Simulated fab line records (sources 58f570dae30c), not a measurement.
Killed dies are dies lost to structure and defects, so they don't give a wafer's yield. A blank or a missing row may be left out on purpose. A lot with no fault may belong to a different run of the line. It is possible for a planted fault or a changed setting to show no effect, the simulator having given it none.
Struck lot and sound lot, side by side + flow berkeley_cmos170 + 26 out of 331 route steps
Sound: wafers L241.3, L241.4, L241.6. Struck: wafers L249.1, L249.2, L249.5. At the end, the cause is stated.
Order at every step that has rows: each side's tool, ch and its chambers, its first start. Under that, the readings that differ: sound wafers + struck wafers + difference of the means + sigmas: that difference in standard deviations of wafers without a fault.
alike: readings whose means differ by less than 2 such deviations, and words and numbers that are the same on both sides. not compared: withheld readings, readings that some wafer has no value for, bounds like >300 that may hide the same value, and numbers for which the record gives no deviation and whose values overlap.
Wherever a step has rows on one side only, a row that says differs or no value, or a row with sigmas, the two part there. Non-overlapping numbers with no deviation appear without sigmas and do not part them. A reading missing from all wafers of one side parts the sides only when that side holds two or more wafers.

first, 4 steps without rows for these wafers: UCB170_M2_SOFTBAKE_11 (time 60 s); UCB170_M2_EXPOSE_12 (exposes mask METAL2, target cd 700 nm); UCB170_M2_PEB_13; UCB170_M2_DEVELOP_14 (develop time 45 s).
UCB170_M2_CD_MEAS_15 targets a cd of 700 nm.
  struck on cd_sem-02, day 10 02:39; sound on cd_sem-02, day 8 00:37
  alike: cd_nm
UCB170_M2_OVL_MEAS_16:
  struck on overlay-01, day 10 02:46; sound on overlay-01, day 8 00:43
  alike: M2_OVL
UCB170_M2_ETCH_17: etches BARC in N2/H2.
  sound on rie_diel-04 ch 1,3, day 8 00:44; struck on rie_diel-04 ch 0,2,3, day 10 02:49
  alike: drypump_motor_current_A, oes_product_au, throttle_valve_pct
UCB170_M2_METAL_ETCH_18: etches Al in Cl2/BCl3, stops on SiO2, target depth 1170 nm, time 195 s.
  sound on rie_metal-04 ch 0,1, day 8 00:50; struck on rie_metal-01 ch 0,1, day 10 02:51
  alike: drypump_motor_current_A, oes_product_au, throttle_valve_pct
  not compared: rf_hours_counter_h
UCB170_M2_STRIP_19: strips in O2.
  sound on plasma_asher-02 ch 0,1, day 8 01:00; struck on plasma_asher-02 ch 0,1, day 10 03:02
  alike: drypump_motor_current_A, oes_product_au
  not compared: rf_hours_counter_h
UCB170_M2_CD_MEAS_90 targets a cd of 700 nm.
  struck on cd_sem-01, day 10 03:09; sound on cd_sem-02, day 8 01:06
  alike: cd_nm
UCB170_V2_CVD_00: deposits SiO2 from TEOS/O2, target thk 2000 nm, time 250 s.
  sound on pecvd-02 ch 0,2, day 8 01:11; struck on pecvd-03 ch 0,1, day 10 03:16
  alike: heater_power_w
UCB170_V2_THK_MEAS_01:
  struck on film_metro-03, day 10 03:25; sound on film_metro-04, day 8 01:22
  alike: V2_TEOS_THK
UCB170_V2_CMP_02: polishes SiO2.
  sound on cmp-01 ch 1,2,3, day 8 01:30; struck on cmp-02 ch 0,1,3, day 10 03:32
| reading                             | sound           | struck         | difference | sigmas |
|-------------------------------------|-----------------|----------------|------------|--------|
| model.SiO2_of_V2_CVD_00.thk_nm (nm) | 1001 1001 999.6 | 1338 1338 1340 | +338       |        |
  alike: motor_current_A
UCB170_V2_BOW_MEAS_03:
  struck on film_metro-04, day 10 03:50; sound on film_metro-03, day 8 01:44
  alike: V2_BOW
UCB170_V2_THK_MEAS_04:
  struck on film_metro-04, day 10 03:58; sound on film_metro-03, day 8 01:50
| reading              | sound               | struck               | difference | sigmas      |
|----------------------|---------------------|----------------------|------------|-------------|
| V2_POLISHED_THK (nm) | 1001.0 1001.2 998.1 | 1338.0 1337.1 1339.2 | +338.0     | +99 or more |
then, 7 steps without rows for these wafers: UCB170_V2_CLEAN_05 (cleans in DIW); UCB170_V2_HMDS_06 (prime time 60 s); UCB170_V2_COAT_07 (resist thk 900 nm); UCB170_V2_SOFTBAKE_08 (time 60 s); UCB170_V2_EXPOSE_09 (exposes mask VIA2, target cd 700 nm); UCB170_V2_PEB_10; UCB170_V2_DEVELOP_11 (develop time 45 s).
UCB170_V2_CD_MEAS_12 targets a cd of 700 nm.
  struck on cd_sem-02, day 10 05:21; sound on cd_sem-01, day 8 02:56
  alike: cd_nm
UCB170_V2_OVL_MEAS_13:
  struck on overlay-02, day 10 05:28; sound on overlay-02, day 8 03:02
| reading     | sound    | struck | difference | sigmas |
|-------------|----------|--------|------------|--------|
| V2_OVL (nm) | -5 -8 -8 | 8 3 5  | +12        | +2     |
UCB170_V2_ETCH_14: etches SiO2 in CHF3/CF4/Ar, stops on Al, target depth 1250 nm, time 291 s.
  sound on rie_diel-04 ch 0,1,3, day 8 03:03; struck on rie_diel-04 ch 0,1,2, day 10 05:30
| reading                        | sound             | struck            | difference | sigmas |
|--------------------------------|-------------------|-------------------|------------|--------|
| oes_product_au (a.u.)          | 0.854 0.874 0.878 | 0.980 1.001 0.973 | +0.116     | +9     |
| model.etch.depth_nm (nm)       | 1001 1001 999.6   | 1261 1225 1219    | +234       |        |
| model.V2.feature_depth_nm (nm) | 1001 1001 999.6   | 1261 1225 1219    | +234       |        |
  alike: drypump_motor_current_A, throttle_valve_pct
  not compared: rf_hours_counter_h
UCB170_V2_STRIP_15: strips in O2.
  sound on plasma_asher-04 ch 0,1, day 8 03:16; struck on plasma_asher-01 ch 0,1, day 10 05:41
  alike: drypump_motor_current_A, oes_product_au, strip_time_to_endpoint_s
  not compared: rf_hours_counter_h

## WHERE THEY PART
Earliest at UCB170_V2_THK_MEAS_04; latest, in this record, at UCB170_V2_ETCH_14. Later steps at which nothing parts them and some readings are alike: UCB170_V2_STRIP_15.

WHY: the cause the simulator had injected
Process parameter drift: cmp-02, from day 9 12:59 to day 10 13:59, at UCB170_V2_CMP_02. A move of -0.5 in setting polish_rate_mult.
